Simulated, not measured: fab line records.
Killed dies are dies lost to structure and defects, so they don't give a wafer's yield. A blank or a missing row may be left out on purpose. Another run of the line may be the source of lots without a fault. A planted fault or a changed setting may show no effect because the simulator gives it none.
Struck lot and sound lot, side by side -- flow ritCmos -- 21 steps out of a route of 202
Sound: wafers L927.2, L927.4, L927.6. The struck wafers were L934.2, L934.5, L934.6. The cause is given at the end.
Per side, at each step with rows, come the tool, then ch with its chambers, and then its first start. Under that, the readings that differ: sound wafers -- struck wafers -- difference of the means -- sigmas: that difference in standard deviations of wafers without a fault.
alike: a reading whose means differ by less than 2 such deviations, as well as words and numbers matching on both sides. not compared: withheld readings; readings where some wafer has no value; bounds like >300 that might hide an equal value; numbers whose values overlap and for which the record gives no deviation.
Wherever a step has rows on one side only, a row that says differs or no value, or a row with sigmas, the two part there. Numbers that don't overlap but have no deviation are shown without sigmas and don't part them. A reading that every wafer of one side lacks parts them only if that side has two wafers or more.

first, 1 step without rows for these wafers: RIT_CONTACT_HARDBAKE_10 (time 60 s).
RIT_CONTACT_ETCH_11: etches SiO2 in CHF3/CF4/Ar, stops on TiSi2, target depth 480 nm, time 320 s.
  sound on rieDiel-02 ch 0,2,3, day 5 06:22; struck on rieDiel-02 ch 0,1,2, day 6 19:34
  alike: drypumpMotorCurrentA, oesProductAu, throttleValvePct
  not compared: rfHoursCounterH
RIT_CONTACT_STRIP_12: strips in O2, time 180 s.
  sound on plasmaAsher-04 ch 0,1, day 5 06:34; struck on plasmaAsher-04 ch 0,1, day 6 19:46
  alike: drypumpMotorCurrentA
  not compared: rfHoursCounterH
RIT_CONTACT_CD_MEAS_90: target cd 1000 nm.
  sound on cdSem-01, day 5 06:45; struck on cdSem-02, day 6 19:58
  alike: cdNm
then, 2 steps without rows for these wafers: RIT_CONTACT_CLEAN_13 (cleans in SC1, time 600 s); RIT_CONTACT_CLEAN_14 (cleans in SC2, time 600 s).
RIT_M1_SPUTTER_00: material Al, target thk 400 nm, time 500 s.
  sound on pvdSputter-03, day 5 07:12; struck on pvdSputter-04, day 6 20:25
  alike: throttleValvePct
RIT_M1_RS_MEAS_01: measurement is done with a four-point probe.
  sound on filmMetro-04, day 5 07:31; struck on filmMetro-02, day 6 20:43
  alike: M1_AL_RS
RIT_M1_THK_MEAS_02: measures by xrf.
  sound on filmMetro-04, day 5 07:37; struck on filmMetro-02, day 6 20:50
  alike: M1_AL_THK
then, 3 steps without rows for these wafers: RIT_M1_HMDS_03 (prime time 60 s); RIT_M1_COAT_04 (resist thk 1322 nm); RIT_M1_SOFTBAKE_05 (time 60 s).
RIT_M1_EXPOSE_06: exposes mask M12, target cd 2600 nm.
  sound on ilineStepper-02 ch 0, day 5 08:16; struck on ilineStepper-01 ch 0, day 6 21:28
reading,sound,struck,difference,sigmas
exposureDoseMJCm2,251.8 251.7 251.8,239.7 239.7 239.5,-12.1,-12
  alike: mask
then, 2 steps without rows for these wafers: RIT_M1_PEB_07; RIT_M1_DEVELOP_08 (develop time 68 s).
RIT_M1_CD_MEAS_09: target cd 2600 nm.
  sound on cdSem-01, day 5 08:42; struck on cdSem-01, day 6 22:13
reading,sound,struck,difference,sigmas
cdNm (nm),2600.2 2598.0 2600.5,2612.6 2611.2 2611.8,+12.3,+5
  not compared: hold
RIT_M1_OVL_MEAS_10:
  sound on overlay-02, day 5 08:49; struck on overlay-01, day 7 00:25
reading,sound,struck,difference,sigmas
hold,- - -,awaitDispo/2.1h/release awaitDispo/2.1h/release awaitDispo/2.1h/release,no value on the sound wafers,
  alike: M1_OVL
then, 1 step without rows for these wafers: RIT_M1_HARDBAKE_11 (time 120 s).
RIT_M1_METAL_ETCH_12: etches Al in Cl2/BCl3, stops on SiO2, time 165 s, target depth 600 nm.
  sound on rieMetal-04 ch 1, day 5 09:05; struck on rieMetal-01 ch 0,1, day 7 00:49
reading,sound,struck,difference,sigmas
oesProductAu (a.u.),0.750 0.745 0.756,0.802 0.766 0.797,+0.038,+2
model.M1.cdNm (nm),2599 2598 2601,2612 2612 2610,+12,
  alike: drypumpMotorCurrentA, throttleValvePct
  not compared: rfHoursCounterH
then, 1 step without rows for these wafers: RIT_M1_STRIP_13 (strips in nmp, time 600 s).
RIT_M1_PROBE_99:
  sound on prober-02, day 5 13:00; struck on prober-01, day 7 05:57
reading,sound,struck,difference,sigmas
sort_bin_3_pad_short (%),0 0 0,0.4 0 1.5,+0.6,+2
  alike: defectLimitedYield, killedAtContacts, killedAtFrontEnd, killedDies, killedOpen, killedShort, sort_bin_5_function, sort_bin_6_memory, sortNPass, sortYieldPct

## WHERE THEY PART
At RIT_M1_EXPOSE_06 first; at RIT_M1_PROBE_99 last (within this record only).

WHY: what the simulator had put in
Process parameters drifting: ilineStepper-01 at RIT_M1_EXPOSE_06, beginning at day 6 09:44. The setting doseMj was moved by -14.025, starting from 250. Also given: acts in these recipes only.
